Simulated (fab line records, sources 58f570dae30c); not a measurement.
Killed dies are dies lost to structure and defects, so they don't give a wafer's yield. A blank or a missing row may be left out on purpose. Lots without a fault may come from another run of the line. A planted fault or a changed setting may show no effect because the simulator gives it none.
Problem report in the 8D (eight disciplines) form, filled by code | flow berkeley_cmos170 | the parts of the form that need people (team, actions taken, sign-off) are left out

1. THE PROBLEM
spin_speed_rpm at UCB170_GATE_COAT_06 reads a mean of 2814.2 rpm on 9 wafers of 3 lots; wafers without a fault read 3000.5 rpm with a standard deviation of 1.9. That is -98 standard deviations from the usual mean.
First seen on wafer L719.2, day 8 22:31, on litho_track-03. The record holds 45 wafers of 15 lots with a number at this step. Rule for "out", or "out of limits": more than 4 standard deviations from the usual mean. The other wafers with a number count as sound.

2. WHAT IT IS AND WHAT IT IS NOT
question                    | is                     | is not
which readings at this step | spin_speed_rpm         | -
which lots                  | L718, L719, L722       | L707, L708, L710, L711, L712, L713, L715, L716, L720, L726, L727, L728
which wafers of those lots  | all that have a number | -
read on which tools         | litho_track-03         | litho_track-02, litho_track-04
when                        | from day 8 22:31       | up to then (24 sound wafers); but 12 sound wafers of L720, L726, L727, L728 came after

3. SUSPECTS, AND WHAT RULES EACH OUT
Counting: a tool at a process step up to the reading stays a suspect if it ran every lot that is out and no sound lot after the first of them.
- litho_track-03 at UCB170_GATE_COAT_06: kept. It ran every lot that is out, first L719 (day 8 22:31), and no sound lot after that; its last sound lot up to then is L716 (day 8 11:59). Its own readings are out on those wafers: spin_speed_rpm.
Left after counting: litho_track-03 at UCB170_GATE_COAT_06.

4. THE CAUSE (what the simulator had put in)
Process parameter drift: litho_track-03, from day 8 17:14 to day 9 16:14, at UCB170_GATE_COAT_06. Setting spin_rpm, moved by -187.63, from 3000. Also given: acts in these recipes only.
Counting left only this tool.

5. THE CHAIN OF EFFECTS, in route order
Each row: a reading whose mean over the struck wafers that have a number lies more than 3 standard deviations from the usual. Only readings for which the record gives a usual standard deviation are gone through. hours: the time from each lot's start at the first step in this table that gives one to its start at this step, as a median over the lots. sigmas: the change in usual standard deviations.
hours | step                | reading        | usual      | on struck wafers | change | sigmas
0     | UCB170_GATE_COAT_06 | spin_speed_rpm | 3000.5 rpm | 2814.2           | -186.3 | -98
The process steps in it:
- UCB170_GATE_COAT_06
Later measuring or inspecting steps at which every struck wafer that the step has a row for has a number for every such reading, and none has moved that far: UCB170_PLDD_CD_MEAS_06, UCB170_NSD_TW_MEAS_10.

6. WHAT WOULD HAVE CAUGHT IT SOONER
In this record the first reading out of limits was taken at day 8 22:31, 5 hours after the fault began at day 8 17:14.
